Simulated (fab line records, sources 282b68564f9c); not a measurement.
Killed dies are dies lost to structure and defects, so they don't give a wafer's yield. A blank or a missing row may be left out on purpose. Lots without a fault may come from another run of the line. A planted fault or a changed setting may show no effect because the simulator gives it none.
Which tool did it? | flow rit_cmos | 13 lots, 39 wafers sampled, at 2 steps of a route of 202

WHAT THE GAUGES READ, wafer by wafer
The record holds no reading of a measuring or inspecting step that can be judged against a usual standard deviation.

WHICH TOOL RAN EACH LOT (tool, then ch and the chambers of the sampled wafers, then the start)
lot  | RIT_SPACER_ETCHBACK_05            | RIT_M1_PROBE_99
L266 | rie_diel-03 ch 0,1,3, day 3 16:07 | -
L267 | rie_diel-02 ch 0,1,3, day 3 23:10 | -
L268 | rie_diel-01 ch 1,2, day 4 16:56   | -
L269 | rie_diel-03 ch 0,3, day 4 17:12   | -
L270 | rie_diel-03 ch 0,2, day 4 23:53   | -
L272 | rie_diel-02 ch 2,3, day 4 23:56   | -
L271 | rie_diel-01 ch 2,3, day 5 02:43   | -
L278 | rie_diel-01 ch 0,1, day 6 14:01   | prober-01, day 7 01:40
L281 | rie_diel-02 ch 1,3, day 6 19:05   | -
L282 | rie_diel-02 ch 1,2,3, day 6 23:21 | -
L284 | rie_diel-02 ch 1,2,3, day 7 03:39 | -
L288 | rie_diel-02 ch 2,3, day 7 19:55   | -
L289 | rie_diel-03 ch 0,2,3, day 7 22:28 | -
- RIT_SPACER_ETCHBACK_05: etches Si3N4 in SF6/CHF3, stops on SiO2, target depth 250 nm, time 240 s.
- RIT_M1_PROBE_99

WHAT THE TOOLS THEMSELVES READ (means of the sampled wafers that have a number; where no wafer has one, the mark that the record gives instead)
RIT_SPACER_ETCHBACK_05.
lot  | tool        | CHF3_flow_sccm (sccm) | chamber_pressure_mTorr (mTorr) | drypump_motor_current_A (A) | oes_product_au (a.u.) | throttle_valve_pct (%)
L266 | rie_diel-03 | 30.02                 | 39.98                          | 5.9                         | 0.848                 | 10.34
L267 | rie_diel-02 | 29.99                 | 40.01                          | 5.8                         | 0.842                 | 10.25
L268 | rie_diel-01 | 30.00                 | 39.98                          | 5.3                         | 0.835                 | 10.32
L269 | rie_diel-03 | 30.02                 | 40.01                          | 6.1                         | 0.841                 | 10.43
L270 | rie_diel-03 | 29.99                 | 39.99                          | 5.5                         | 0.850                 | 10.48
L272 | rie_diel-02 | 30.05                 | 39.97                          | 5.9                         | 0.841                 | 10.16
L271 | rie_diel-01 | 30.03                 | 39.96                          | 5.4                         | 0.844                 | 10.31
L278 | rie_diel-01 | 30.01                 | 39.95                          | 6.1                         | 0.724                 | 10.29
L281 | rie_diel-02 | 30.08                 | 40.03                          | 5.9                         | 0.841                 | 10.26
L282 | rie_diel-02 | 30.01                 | 39.98                          | 6.0                         | 0.852                 | 10.22
L284 | rie_diel-02 | 30.06                 | 39.99                          | 6.0                         | 0.852                 | 10.22
L288 | rie_diel-02 | 29.91                 | 39.97                          | 6.0                         | 0.844                 | 10.18
L289 | rie_diel-03 | 30.01                 | 40.03                          | 5.9                         | 0.847                 | 10.40

RIT_M1_PROBE_99.
lot  | tool      | killed_at_contacts | killed_at_front_end | killed_dies | killed_on_rim | killed_open | killed_short
L278 | prober-01 | 0.0                | 178                 | 178         | 48.0          | 2.3         | 2.0

THE ANSWER, worked out from the rows above alone
Rule: what is usual is taken from the lots themselves. Put in order of their means at a reading, lots are off if they are a third of the lots or fewer, leave a main group of 4 or more, and stand apart from it by a gap of 3 or more times the standard deviation of the main group's means; of several such gaps the widest counts. A main group whose means are all the same, to the digits that the tables above print for the reading, isn't used. A lot without any number at a reading at which 4 lots or more have one is off too. The other lots that the step has rows for count as sound. The gauges are gone through in route order, then the tools' own readings, and for those a lot's mean is taken as printed above. The first step at which some lot is off is used, and at that step the reading that is off furthest; a lot without a number counts as furthest.
Off: L278, at RIT_SPACER_ETCHBACK_05 (oes_product_au). The main group: mean 0.845 a.u., standard deviation 0.005.
A tool fits if, at that step or a process step before it, it ran every lot that is off, and no sound lot after the first of them. One fits: rie_diel-01 at RIT_SPACER_ETCHBACK_05. Its last sound lot is L271 (day 5 02:43), its first lot that is off L278 (day 6 14:01): a fault that began between those two fits.
The tool's own readings at RIT_SPACER_ETCHBACK_05 bear it out: on the lots that are off they differ by more than 5 times the standard deviation of the sound lots' means. oes_product_au reads 0.724 a.u. there against 0.845 a.u. on the sound lots.

WHAT THE SIMULATOR HAD PUT IN
Process parameter drift: rie_diel-01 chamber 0, from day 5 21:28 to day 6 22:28, at RIT_SPACER_ETCHBACK_05. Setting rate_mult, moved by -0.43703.
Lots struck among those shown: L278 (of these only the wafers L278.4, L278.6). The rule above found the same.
